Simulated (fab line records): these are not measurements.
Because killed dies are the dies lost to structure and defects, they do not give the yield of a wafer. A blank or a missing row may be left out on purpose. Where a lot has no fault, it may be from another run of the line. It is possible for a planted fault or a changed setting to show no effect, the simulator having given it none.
Which of the tools did it? ; flow berkeley cmos170 ; Sampling: 7 lots, 21 wafers, 3 of 331 route steps

WHAT THE GAUGES SHOWED, per wafer
UCB170_WELLDRIVE_THK_MEAS_02.
lot;measured;on;WELLDRIVE_OXIDE_THK (nm)
L269;day 4 07:01;film metro-03;200 201 198
L271;day 4 16:17;film metro-03;197 198 198
L273;day 5 05:47;film metro-03;200 203 201
L281;day 6 17:58;film metro-01;179 179 178
L283;day 7 11:38;film metro-04;205 204 203
L286;day 8 04:42;film metro-03;199 201 198
L288;day 8 04:42;film metro-04;203 203 206

WHAT TOOL EACH LOT RAN ON (gives the tool, then ch and the chambers of the sampled wafers, and finally the start)
lot;UCB170_ZERO_STRIP_07;UCB170_WELLDRIVE_OXIDATION_01
L269;plasma asher-02 ch 0,1, day 2 11:18;furnace-02 ch 0, day 4 03:31
L271;plasma asher-04 ch 1, day 2 20:01;furnace-02 ch 0, day 4 12:46
L273;plasma asher-02 ch 0,1, day 3 06:57;furnace-04 ch 0, day 5 02:16
L281;plasma asher-02 ch 0,1, day 4 23:26;furnace-02 ch 0, day 6 14:28
L283;plasma asher-04 ch 0,1, day 5 13:28;furnace-04 ch 0, day 7 08:05
L286;plasma asher-02 ch 0,1, day 5 23:19;furnace-03 ch 0, day 8 01:11
L288;plasma asher-04 ch 0,1, day 6 07:41;furnace-03 ch 0, day 8 01:11
- UCB170_ZERO_STRIP_07: strips in O2.
- UCB170_WELLDRIVE_OXIDATION_01: target thk 199 nm, ox time 9000 s.

THE ANSWER, worked out from the rows above alone
Rule: the usual values come from the lots themselves. The widest of any qualifying gaps counts: lots, ordered by their means at a reading, are off when they make up no more than a third of the lots, leave a main group of 4 or more, and stand apart from it by 3 or more times the standard deviation of that group's means. Not used: any main group whose means are identical at the precision the tables above print for the reading. Also off: a lot with no number at a reading for which 4 or more lots have one. The other lots that the step has rows for count as sound.
Off: at UCB170_WELLDRIVE_THK_MEAS_02 (WELLDRIVE_OXIDE_THK), L281. For the main group the mean is 201 nm and the standard deviation 2.4.
If a tool, at a process step before that reading, ran all the lots that are off and no sound lot after the first of them, it fits. The gauges at UCB170_WELLDRIVE_THK_MEAS_02 are tried like those tools. 2 tools fit, furnace-02 at UCB170_WELLDRIVE_OXIDATION_01 and film metro-01 at UCB170_WELLDRIVE_THK_MEAS_02, so this cannot tell which one it is.

WHAT THE SIMULATOR HAD INSERTED
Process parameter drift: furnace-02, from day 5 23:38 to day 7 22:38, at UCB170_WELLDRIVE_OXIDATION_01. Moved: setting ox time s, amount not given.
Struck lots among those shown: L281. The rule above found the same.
